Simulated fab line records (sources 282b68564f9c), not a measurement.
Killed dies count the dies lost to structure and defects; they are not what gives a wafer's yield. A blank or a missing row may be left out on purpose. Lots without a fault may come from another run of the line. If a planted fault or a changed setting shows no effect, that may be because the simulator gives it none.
fab line records + flow ritCmos
record
- lots=7
- wafers=21
- lastDay=7
route steps=202 shown ACTIVE@1 M1@202
lots that met no fault: taken from a fault-free run of the same line
startH: hours from the record's first day to the start of the lot's first wafer shown + waitH: hours since the lot's step before + " identical to the entry in the row above + L1.1+2: several wafers, shown together as one row + - either no value or no given start + * or withheld: withheld + < > ~ a bound
route shown NAME@n: names a module that has steps shown in the file, with the first one's number in the route + usual: the fault-free wafers' mean and standard deviation + same: alike in all rows + chamber/n: place in a boat + sites: readings site by site + _std_site: the values' standard deviation + _edge_site: inner sites' mean taken away from outer sites' mean + radiusMm: for every site, how far away it sits from the centre of the wafer + mask NAME#n: copy n + behind: tool/chamber where the wafer was last shaped + hold: the reason the lot was held/the length of the hold in hours/how it ended + device: the n, p or np transistor that did not switch + end of line: tests run on the same wafers once the route is complete + where a step has no rows: the recipe by itself + killed: the dies lost at the first sort to structure and to defects; this is not the yield of the wafer + map: dies across one wafer; x = killed, . = not, _ = none there
set.NAME: setting as actually run; set.NAME@STEP: the setting as run at that earlier step + model.NAME: the simulator's own value behind a step, which no gauge read
certain route steps with their lots: each step a table, each wafer a row
services: when a tool's chamber went out of use (startH, in hours from the record's first day, below 0 if earlier), for how many hours, and the reason
## steps
# step RIT_ACTIVE_BOW_MEAS_00
# recipe
- mode=bow
# usual
- INCOMING_BOW=0/6
| lot.wafer | tool         | chamber | startH | waitH | INCOMING_BOW[um] |
|-----------|--------------|---------|--------|-------|------------------|
| L190.1    | filmMetro-01 | -       | 20.00  | -     | 7                |
| L190.2    | "            | -       | "      | "     | 2                |
| L190.4    | "            | -       | "      | "     | -7               |
| L194.2    | filmMetro-01 | -       | 40.02  | -     | -7               |
| L194.4    | "            | -       | "      | "     | 5                |
| L194.6    | "            | -       | "      | "     | -5               |
| L197.2    | filmMetro-03 | -       | 55.02  | -     | 0                |
| L197.3    | "            | -       | "      | "     | -9               |
| L197.5    | "            | -       | "      | "     | -13              |
| L198.1    | filmMetro-04 | -       | 60.00  | -     | 7                |
| L198.5    | "            | -       | "      | "     | 1                |
| L198.6    | "            | -       | "      | "     | -5               |
| L200.1    | filmMetro-01 | -       | 70.00  | -     | 4                |
| L200.3    | "            | -       | "      | "     | 0                |
| L200.5    | "            | -       | "      | "     | -11              |
| L206.3    | filmMetro-01 | -       | 100.04 | -     | 4                |
| L206.4    | "            | -       | "      | "     | 6                |
| L206.5    | "            | -       | "      | "     | 1                |
| L208.1    | filmMetro-01 | -       | 110.00 | -     | -6               |
| L208.3    | "            | -       | "      | "     | 0                |
| L208.5    | "            | -       | "      | "     | -1               |
# step RIT_ACTIVE_OXIDATION_01
# recipe
- tempC=1000
- ambient=O2
- targetThkA=468
- oxTimeS=3360
# step RIT_ACTIVE_THK_MEAS_02
# recipe
- reads=SiO2_of_ACTIVE_OXIDATION_01
# usual
- ACTIVE_OXIDE_THK=46.6/0.89
| lot.wafer | tool         | chamber | startH | waitH | ACTIVE_OXIDE_THK[nm] |
|-----------|--------------|---------|--------|-------|----------------------|
| L190.1    | filmMetro-04 | -       | 23.96  | 0.1   | 47.4                 |
| L190.2    | "            | -       | "      | "     | 47.4                 |
| L190.4    | "            | -       | "      | "     | 47.2                 |
| L194.2    | filmMetro-01 | -       | 43.09  | 0.0   | 46.4                 |
| L194.4    | "            | -       | "      | "     | 47.0                 |
| L194.6    | "            | -       | "      | "     | 46.4                 |
| L197.2    | filmMetro-03 | -       | 59.48  | 0.0   | 46.7                 |
| L197.3    | "            | -       | "      | "     | 45.9                 |
| L197.5    | "            | -       | "      | "     | 46.8                 |
| L198.1    | filmMetro-04 | -       | 62.72  | 0.0   | 46.3                 |
| L198.5    | "            | -       | "      | "     | 46.5                 |
| L198.6    | "            | -       | "      | "     | 45.8                 |
| L200.1    | filmMetro-04 | -       | 73.09  | 0.0   | 48.2                 |
| L200.3    | "            | -       | "      | "     | 47.8                 |
| L200.5    | "            | -       | "      | "     | 47.4                 |
| L206.3    | filmMetro-01 | -       | 102.14 | 0.0   | 47.1                 |
| L206.4    | "            | -       | "      | "     | 46.2                 |
| L206.5    | "            | -       | "      | "     | 46.9                 |
| L208.1    | filmMetro-01 | -       | 112.61 | 0.0   | 46.9                 |
| L208.3    | "            | -       | "      | "     | 47.2                 |
| L208.5    | "            | -       | "      | "     | 47.3                 |
# step RIT_ACTIVE_CVD_03
# recipe
- material=Si3N4
- targetThkNm=150
- tempC=810
- precursor=SiH2Cl2/NH3
- timeS=1500
- pressureMtorr=300
- sih2cl2FlowSccm=60
- nh3FlowSccm=150
# step RIT_ACTIVE_THK_MEAS_04
# recipe
- reads=Si3N4_of_ACTIVE_CVD_03
# usual
- ACTIVE_NITRIDE_THK=150.2/1.7
| lot.wafer | tool         | chamber | startH | waitH | ACTIVE_NITRIDE_THK[nm] |
|-----------|--------------|---------|--------|-------|------------------------|
| L190.1    | filmMetro-01 | -       | 25.44  | 0.0   | 152.6                  |
| L190.2    | "            | -       | "      | "     | 152.4                  |
| L190.4    | "            | -       | "      | "     | 151.9                  |
| L194.2    | filmMetro-01 | -       | 44.57  | 0.0   | 151.5                  |
| L194.4    | "            | -       | "      | "     | 150.3                  |
| L194.6    | "            | -       | "      | "     | 150.8                  |
| L197.2    | filmMetro-04 | -       | 60.96  | 0.0   | 148.2                  |
| L197.3    | "            | -       | "      | "     | 147.6                  |
| L197.5    | "            | -       | "      | "     | 147.8                  |
| L198.1    | filmMetro-03 | -       | 64.41  | 0.0   | 148.7                  |
| L198.5    | "            | -       | "      | "     | 149.3                  |
| L198.6    | "            | -       | "      | "     | 149.5                  |
| L200.1    | filmMetro-04 | -       | 74.57  | 0.0   | 150.1                  |
| L200.3    | "            | -       | "      | "     | 151.0                  |
| L200.5    | "            | -       | "      | "     | 149.0                  |
| L206.3    | filmMetro-01 | -       | 103.62 | 0.0   | 147.6                  |
| L206.4    | "            | -       | "      | "     | 148.3                  |
| L206.5    | "            | -       | "      | "     | 147.4                  |
| L208.1    | filmMetro-01 | -       | 114.09 | 0.0   | 151.9                  |
| L208.3    | "            | -       | "      | "     | 151.2                  |
| L208.5    | "            | -       | "      | "     | 151.9                  |
# step RIT_ACTIVE_HMDS_05
# recipe
- primeTimeS=60
- primeTempC=140
# step RIT_ACTIVE_COAT_06
# recipe
- resist=NOVOLAK
- spinRpm=3250
- resistThkNm=1000
# usual
- chillPlateTempC=23.01/0.11
- dispensePressureKPa=49/5.3
- exhaustPa=45.3/1
- spinSpeedRpm=3250.3/2.5
| lot.wafer | tool          | chamber | startH | waitH | chillPlateTempC | dispensePressureKPa | exhaustPa | spinSpeedRpm | model.NOVOLAK_of_ACTIVE_COAT_06.thkNm |
|-----------|---------------|---------|--------|-------|-----------------|---------------------|-----------|--------------|---------------------------------------|
| L190.1    | lithoTrack-01 | 0       | 25.65  | 0.1   | 22.97           | 54                  | 45.1      | 3254.3       | 997.4                                 |
| L190.2    | "             | 0       | "      | "     | 22.98           | 54                  | 44.7      | 3249.3       | 998                                   |
| L190.4    | "             | 0       | "      | "     | 23.05           | 53                  | 44.1      | 3254.7       | 994.7                                 |
| L194.2    | lithoTrack-04 | 0       | 44.79  | 0.1   | 23.07           | 42                  | 45.6      | 3250.5       | 1002                                  |
| L194.4    | "             | 0       | "      | "     | 23.05           | 42                  | 45.2      | 3246.7       | 998.9                                 |
| L194.6    | "             | 0       | "      | "     | 23.17           | 42                  | 45.0      | 3251.6       | 1001                                  |
| L197.2    | lithoTrack-01 | 0       | 61.18  | 0.1   | 22.89           | 53                  | 45.1      | 3145.0       | 1018                                  |
| L197.3    | "             | 0       | "      | "     | 22.92           | 53                  | 44.4      | 3148.2       | 1015                                  |
| L197.5    | "             | 0       | "      | "     | 22.96           | 54                  | 44.0      | 3146.1       | 1021                                  |
| L198.1    | lithoTrack-01 | 0       | 64.62  | 0.1   | 23.20           | 53                  | 46.2      | 3141.8       | 1022                                  |
| L198.5    | "             | 0       | "      | "     | 23.07           | 53                  | 45.2      | 3146.1       | 1017                                  |
| L198.6    | "             | 0       | "      | "     | 23.05           | 54                  | 45.2      | 3145.2       | 1019                                  |
| L200.1    | lithoTrack-01 | 0       | 74.89  | 0.1   | 22.76           | 54                  | 46.1      | 3148.0       | 1018                                  |
| L200.3    | "             | 0       | "      | "     | 22.89           | 53                  | 46.5      | 3150.9       | 1020                                  |
| L200.5    | "             | 0       | "      | "     | 22.88           | 54                  | 44.4      | 3147.9       | 1021                                  |
| L206.3    | lithoTrack-04 | 0       | 103.86 | 0.1   | 23.10           | 42                  | 46.4      | 3251.8       | 1007                                  |
| L206.4    | "             | 0       | "      | "     | 23.00           | 42                  | 46.2      | 3249.9       | 1007                                  |
| L206.5    | "             | 0       | "      | "     | 22.87           | 42                  | 45.3      | 3252.5       | 1006                                  |
| L208.1    | lithoTrack-04 | 0       | 114.30 | 0.1   | 23.02           | 42                  | 44.5      | 3248.1       | 1002                                  |
| L208.3    | "             | 0       | "      | "     | 23.10           | 42                  | 45.6      | 3251.1       | 1003                                  |
| L208.5    | "             | 0       | "      | "     | 23.21           | 42                  | 44.2      | 3250.5       | 1002                                  |
# step RIT_ACTIVE_SOFTBAKE_07
# recipe
- resist=NOVOLAK
- tempC=90
- timeS=60
# step RIT_ACTIVE_EXPOSE_08
# recipe
- maskId=M1
- na=0.6
- sourceShape=conventional
- sigmaOuter=0.6
- targetCdNm=1400
- doseMj=225
# step RIT_ACTIVE_PEB_09
# recipe
- resist=NOVOLAK
- tempC=withheld
- timeS=withheld
# step RIT_ACTIVE_DEVELOP_10
# recipe
- resist=NOVOLAK
- developTimeS=50
- devTempC=23
# step RIT_ACTIVE_CD_MEAS_11
# recipe
- targetCdNm=1400
# usual
- cdNm=1400.6/2.3
| lot.wafer | tool     | chamber | startH | waitH | cdNm   |
|-----------|----------|---------|--------|-------|--------|
| L190.1    | cdSem-02 | -       | 26.35  | -     | 1402.7 |
| L190.2    | "        | -       | "      | "     | 1398.8 |
| L190.4    | "        | -       | "      | "     | 1400.6 |
| L194.2    | cdSem-01 | -       | 45.49  | -     | 1404.2 |
| L194.4    | "        | -       | "      | "     | 1402.5 |
| L194.6    | "        | -       | "      | "     | 1403.3 |
| L197.2    | cdSem-01 | -       | 61.88  | -     | 1401.4 |
| L197.3    | "        | -       | "      | "     | 1401.1 |
| L197.5    | "        | -       | "      | "     | 1398.9 |
| L198.1    | cdSem-02 | -       | 65.32  | -     | 1401.9 |
| L198.5    | "        | -       | "      | "     | 1401.5 |
| L198.6    | "        | -       | "      | "     | 1399.5 |
| L200.1    | cdSem-02 | -       | 75.77  | -     | 1406.0 |
| L200.3    | "        | -       | "      | "     | 1408.0 |
| L200.5    | "        | -       | "      | "     | 1406.3 |
| L206.3    | cdSem-01 | -       | 104.55 | -     | 1400.9 |
| L206.4    | "        | -       | "      | "     | 1400.2 |
| L206.5    | "        | -       | "      | "     | 1398.6 |
| L208.1    | cdSem-02 | -       | 115.00 | -     | 1400.8 |
| L208.3    | "        | -       | "      | "     | 1403.2 |
| L208.5    | "        | -       | "      | "     | 1403.8 |
# step RIT_ACTIVE_HARDBAKE_12
# recipe
- resist=NOVOLAK
- tempC=140
- timeS=60
# step RIT_ACTIVE_ETCH_13
# recipe
- stopOn=SiO2
- chemistry=SF6
- target=Si3N4
- timeS=210
- overEtchFrac=0.4
- SF6_flow_sccm=200
- pressureMtorr=260
- rfW=125
- targetDepthA=2100
# usual
- drypumpMotorCurrentA=5.9/0.43
- oesProductAu=0.822/0.011
- throttleValvePct=7.50/0.11
# same
- overEtchFrac=0.4
| lot.wafer | tool       | chamber | startH | waitH | drypumpMotorCurrentA | oesProductAu | rfHoursCounterH | throttleValvePct | model.NOVOLAK_of_ACTIVE_COAT_06.thkNm |
|-----------|------------|---------|--------|-------|----------------------|--------------|-----------------|------------------|---------------------------------------|
| L190.1    | rieDiel-01 | 3       | 26.62  | 0.1   | 6.7                  | 0.827        | 164             | 7.68             | 652.5                                 |
| L190.2    | "          | 0       | "      | "     | 6.4                  | 0.835        | 155             | 7.42             | 665.3                                 |
| L190.4    | "          | 1       | "      | "     | 6.2                  | 0.839        | 19              | 7.29             | 662                                   |
| L194.2    | rieDiel-04 | 0       | 46.04  | 0.1   | 6.4                  | 0.828        | 6               | 7.47             | 658.5                                 |
| L194.4    | "          | 2       | "      | "     | 5.6                  | 0.826        | 49              | 7.45             | 650.3                                 |
| L194.6    | "          | 1       | "      | "     | 5.6                  | 0.804        | -               | 7.59             | 662.2                                 |
| L197.2    | rieDiel-04 | 0       | 62.13  | 0.1   | 6.4                  | 0.816        | 6               | 7.50             | 671.7                                 |
| L197.3    | "          | 3       | "      | "     | 5.4                  | 0.820        | 17              | 7.62             | 658.5                                 |
| L197.5    | "          | 1       | "      | "     | 5.6                  | 0.794        | -               | 7.58             | 678.5                                 |
| L198.1    | rieDiel-03 | 1       | 65.75  | 0.1   | 5.5                  | 0.823        | 17              | 7.44             | 679.9                                 |
| L198.5    | "          | 1       | "      | "     | 5.5                  | 0.832        | -               | 7.44             | 676.5                                 |
| L198.6    | "          | 0       | "      | "     | 6.2                  | 0.809        | -               | 7.66             | 670.4                                 |
| L200.1    | rieDiel-04 | 0       | 76.04  | 0.1   | 6.4                  | 0.814        | 6               | 7.49             | 669.2                                 |
| L200.3    | "          | 3       | "      | "     | 5.4                  | 0.825        | 17              | 7.60             | 662.8                                 |
| L200.5    | "          | 3       | "      | "     | 5.4                  | 0.824        | -               | 7.61             | 665.4                                 |
| L206.3    | rieDiel-01 | 3       | 104.78 | 0.1   | 6.7                  | 0.818        | 0               | 7.68             | 657.9                                 |
| L206.4    | "          | 0       | "      | "     | 6.3                  | 0.818        | 157             | 7.43             | 672.8                                 |
| L206.5    | "          | 1       | "      | "     | 6.2                  | 0.829        | -               | 7.30             | 664.7                                 |
| L208.1    | rieDiel-01 | 2       | 115.27 | 0.1   | 6.2                  | 0.832        | 77              | 7.39             | 669.2                                 |
| L208.3    | "          | 3       | "      | "     | 6.6                  | 0.815        | 0               | 7.66             | 656.6                                 |
| L208.5    | "          | 2       | "      | "     | 6.2                  | 0.828        | -               | 7.37             | 668.9                                 |
# step RIT_ACTIVE_STRIP_14
# recipe
- chemistry=O2
- timeS=180
- resist=NOVOLAK
- platenTempC=withheld
- powerW=500
- pressureMtorr=4000
- o2FlowSccm=4000
# usual
- drypumpMotorCurrentA=5.43/0.2
- o2FlowSccm=4003/12
| lot.wafer | tool           | chamber | startH | waitH | drypumpMotorCurrentA | o2FlowSccm | rfHoursCounterH |
|-----------|----------------|---------|--------|-------|----------------------|------------|-----------------|
| L190.1    | plasmaAsher-02 | 0       | 26.75  | 0.1   | 5.59                 | 3998       | 38              |
| L190.2    | "              | 1       | "      | "     | 5.50                 | 3995       | 38              |
| L190.4    | "              | 1       | "      | "     | 5.49                 | 3998       | -               |
| L194.2    | plasmaAsher-01 | 0       | 46.18  | 0.1   | 5.53                 | 3998       | 36              |
| L194.4    | "              | 1       | "      | "     | 5.18                 | 4011       | -               |
| L194.6    | "              | 0       | "      | "     | 5.53                 | 3995       | -               |
| L197.2    | plasmaAsher-04 | 1       | 62.26  | 0.1   | 5.14                 | 3990       | 26              |
| L197.3    | "              | 1       | "      | "     | 5.11                 | 4010       | -               |
| L197.5    | "              | 1       | "      | "     | 5.11                 | 3995       | -               |
| L198.1    | plasmaAsher-02 | 0       | 65.88  | 0.1   | 5.58                 | 3996       | 42              |
| L198.5    | "              | 0       | "      | "     | 5.59                 | 4002       | -               |
| L198.6    | "              | 1       | "      | "     | 5.52                 | 3990       | -               |
| L200.1    | plasmaAsher-02 | 1       | 76.17  | 0.1   | 5.50                 | 3989       | 43              |
| L200.3    | "              | 0       | "      | "     | 5.61                 | 4007       | -               |
| L200.5    | "              | 0       | "      | "     | 5.57                 | 4017       | -               |
| L206.3    | plasmaAsher-04 | 1       | 104.97 | 0.1   | 5.15                 | 3984       | -               |
| L206.4    | "              | 0       | "      | "     | 5.65                 | 4005       | -               |
| L206.5    | "              | 0       | "      | "     | 5.63                 | 3988       | -               |
| L208.1    | plasmaAsher-04 | 0       | 115.40 | 0.1   | 5.65                 | 4015       | 32              |
| L208.3    | "              | 1       | "      | "     | 5.12                 | 4013       | -               |
| L208.5    | "              | 0       | "      | "     | 5.65                 | 3998       | -               |
# step RIT_M1_PROBE_99
# usual
- killed_at_M0_to_M3=0.0/0.083
- killedAtFrontEnd=7/3
- killedDies=7/3
- killedOpen=3.6/1.9
- killedShort=3.2/1.8
# same
- grossDies=264
- killed_at_M4_up=0
- killedAtBackSide=0
- killedAtContacts=0
- killedAtOther=0
| lot.wafer | tool      | chamber | startH | waitH | killed_at_M0_to_M3 | killedAtFrontEnd | killedDies | killedOpen | killedShort |
|-----------|-----------|---------|--------|-------|--------------------|------------------|------------|------------|-------------|
| L190.1    | prober-01 | -       | 74.13  | 0.1   | 0                  | 7                | 7          | 3          | 4           |
| L190.2    | prober-01 | -       | 74.18  | 0.1   | 0                  | 3                | 3          | 2          | 1           |
| L190.4    | prober-01 | -       | 74.28  | 0.2   | 0                  | 6                | 6          | 3          | 3           |
| L194.2    | prober-02 | -       | 92.92  | 0.1   | 0                  | 9                | 9          | 5          | 4           |
| L194.4    | prober-02 | -       | 93.02  | 0.2   | 0                  | 10               | 10         | 6          | 4           |
| L194.6    | prober-02 | -       | 93.12  | 0.2   | 1                  | 2                | 3          | 2          | 1           |
| L198.1    | prober-01 | -       | 112.01 | 0.1   | 0                  | 11               | 11         | 5          | 6           |
| L198.5    | prober-01 | -       | 112.21 | 0.2   | 0                  | 7                | 7          | 3          | 4           |
| L198.6    | prober-01 | -       | 112.26 | 0.2   | 0                  | 7                | 7          | 3          | 4           |
| L197.2    | prober-02 | -       | 114.10 | 0.1   | 0                  | 14               | 14         | 7          | 7           |
| L197.3    | prober-02 | -       | 114.15 | 0.2   | 0                  | 8                | 8          | 4          | 4           |
| L197.5    | prober-02 | -       | 114.25 | 0.2   | 0                  | 9                | 9          | 6          | 3           |
| L200.1    | prober-02 | -       | 122.60 | 0.1   | 0                  | 7                | 7          | 3          | 4           |
| L200.3    | prober-02 | -       | 122.70 | 0.2   | 0                  | 5                | 5          | 3          | 2           |
| L200.5    | prober-02 | -       | 122.80 | 0.2   | 0                  | 16               | 16         | 6          | 10          |
| L206.3    | prober-02 | -       | 153.31 | 0.2   | 0                  | 6                | 6          | 3          | 3           |
| L206.4    | prober-02 | -       | 153.36 | 0.2   | 0                  | 8                | 8          | 5          | 3           |
| L206.5    | prober-02 | -       | 153.41 | 0.2   | 0                  | 12               | 12         | 5          | 7           |
| L208.1    | prober-02 | -       | 161.23 | 0.1   | 0                  | 8                | 8          | 5          | 3           |
| L208.3    | prober-02 | -       | 161.33 | 0.2   | 0                  | 2                | 2          | 0          | 2           |
| L208.5    | prober-02 | -       | 161.43 | 0.2   | 0                  | 5                | 5          | 2          | 3           |
# killed by level:class
L190.1 GATE:geometricParticle:short=2 SILICIDE:geometricParticle:short=2 FOX1:geometricParticle:open=1 REOX:geometricParticle:open=1 SILICIDE:geometricParticle:open=1
L190.2 FOX2:geometricParticle:open=1 REOX:geometricParticle:open=1 REOX:geometricParticle:short=1
L190.4 SPACER:geometricParticle:short=2 SPACER:geometricParticle:open=2 REOX:geometricParticle:open=1 REOX:geometricParticle:short=1
L194.2 SPACER:geometricParticle:short=3 FOX2:geometricParticle:open=2 REOX:geometricParticle:open=2 FOX1:geometricParticle:short=1 SPACER:geometricParticle:open=1
L194.4 SPACER:geometricParticle:open=3 REOX:geometricParticle:short=2 FOX1:geometricParticle:short=1 FOX2:geometricParticle:open=1 GATE:geometricParticle:open=1 GATE:geometricParticle:short=1 REOX:geometricParticle:open=1
L194.6 FOX1:geometricParticle:open=1 SPACER:geometricParticle:open=1 M1:geometricParticle:short=1
L198.1 FOX2:geometricParticle:short=3 GATE:geometricParticle:short=3 GATE:geometricParticle:open=3 REOX:geometricParticle:open=1 SILICIDE:geometricParticle:open=1
L198.5 GATE:geometricParticle:short=3 GATE:geometricParticle:open=2 REOX:geometricParticle:open=1 SILICIDE:geometricParticle:short=1
L198.6 GATE:geometricParticle:short=2 GATE:geometricParticle:open=2 SILICIDE:geometricParticle:short=2 REOX:geometricParticle:open=1
L197.2 GATE:geometricParticle:short=4 GATE:geometricParticle:open=2 REOX:geometricParticle:open=2 SPACER:geometricParticle:short=2 FOX1:geometricParticle:open=1 FOX2:geometricParticle:open=1 SPACER:geometricParticle:open=1 STARTING-WAFER:geometricParticle:short=1
L197.3 GATE:geometricParticle:short=2 FOX1:geometricParticle:open=1 FOX2:geometricParticle:open=1 GATE:geometricParticle:open=1 REOX:geometricParticle:short=1 REOX:geometricParticle:open=1 SILICIDE:geometricParticle:short=1
L197.5 REOX:geometricParticle:open=2 REOX:geometricParticle:short=2 SPACER:geometricParticle:open=2 GATE:geometricParticle:open=1 GATE:geometricParticle:short=1 SILICIDE:geometricParticle:open=1
L200.1 GATE:geometricParticle:short=3 FOX1:geometricParticle:open=2 FOX1:geometricParticle:short=1 REOX:geometricParticle:open=1
L200.3 SPACER:geometricParticle:open=2 GATE:geometricParticle:open=1 GATE:geometricParticle:short=1 SILICIDE:geometricParticle:short=1
L200.5 GATE:geometricParticle:short=6 GATE:geometricParticle:open=2 REOX:geometricParticle:short=2 SPACER:geometricParticle:open=2 FOX1:geometricParticle:short=1 REOX:geometricParticle:open=1 SPACER:geometricParticle:short=1 SILICIDE:geometricParticle:open=1
L206.3 ACTIVE:geometricParticle:short=1 FOX1:geometricParticle:short=1 FOX1:geometricParticle:open=1 FOX2:geometricParticle:open=1 GATE:geometricParticle:open=1 SILICIDE:geometricParticle:short=1
L206.4 GATE:geometricParticle:open=4 GATE:geometricParticle:short=3 REOX:geometricParticle:open=1
L206.5 GATE:geometricParticle:short=3 GATE:geometricParticle:open=3 FOX1:geometricParticle:short=2 REOX:geometricParticle:open=1 REOX:geometricParticle:short=1 SILICIDE:geometricParticle:open=1 SILICIDE:geometricParticle:short=1
L208.1 SILICIDE:geometricParticle:open=3 GATE:geometricParticle:open=2 REOX:geometricParticle:short=2 SILICIDE:geometricParticle:short=1
L208.3 FOX1:geometricParticle:short=1 GATE:geometricParticle:short=1
L208.5 FOX2:geometricParticle:short=1 GATE:geometricParticle:short=1 GATE:geometricParticle:open=1 SPACER:geometricParticle:short=1 SILICIDE:geometricParticle:open=1
## services
| tool           | chamber | startH | hours | kind          |
|----------------|---------|--------|-------|---------------|
| rieDiel-01     | -       | 24.98  | 0.3   | repair        |
| rieDiel-04     | 0       | 53.80  | 4.5   | repair        |
| plasmaAsher-04 | -       | 73.26  | 1.3   | repair        |
| rieDiel-01     | 3       | 78.66  | -     | clean         |
| rieDiel-01     | 3       | 78.66  | 17.7  | scheduledDown |
| rieDiel-01     | 3       | 78.66  | 17.7  | ventCycle     |
| rieDiel-01     | 1       | 105.76 | 1.6   | repair        |
| rieDiel-03     | 2       | 107.46 | 4.1   | repair        |
## key
firstSign
- step=RIT_ACTIVE_COAT_06
- reading=spinSpeedRpm
- direction=down
- sigmas=41
- usual=3250.3
- struck=3146.6
effect none on later readings
modelEffect
- step=RIT_ACTIVE_COAT_06
- value=NOVOLAK_of_ACTIVE_COAT_06.thkNm
- without=1003
- struck=1019
modelEffect
- step=RIT_ACTIVE_ETCH_13
- value=NOVOLAK_of_ACTIVE_COAT_06.thkNm
- without=656.2
- struck=670.3
metAt RIT_ACTIVE_COAT_06
struckWafers L197.2,L197.3,L197.5,L198.1,L198.5,L198.6,L200.1,L200.3,L200.5
testerLeftOut L197,L198,L200
onsetBetween 25.65 61.18
fault
- kind=processParameterDrift
- tool=lithoTrack-01
- chamber=-
- onsetH=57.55
- steps=RIT_ACTIVE_COAT_06
- channel=spinRpm
- offset=-102.26
- shape=step
- endH=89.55
- actsIn=theseRecipesOnly
- stated=3250
# testerLeftOut: of these lots the tester's yield and bins aren't shown, on N5 and GAA mostly nor the transistor test; their killed dies are dies lost to structure and defects alone, not to doping, threshold or leakage, so they don't give the yield
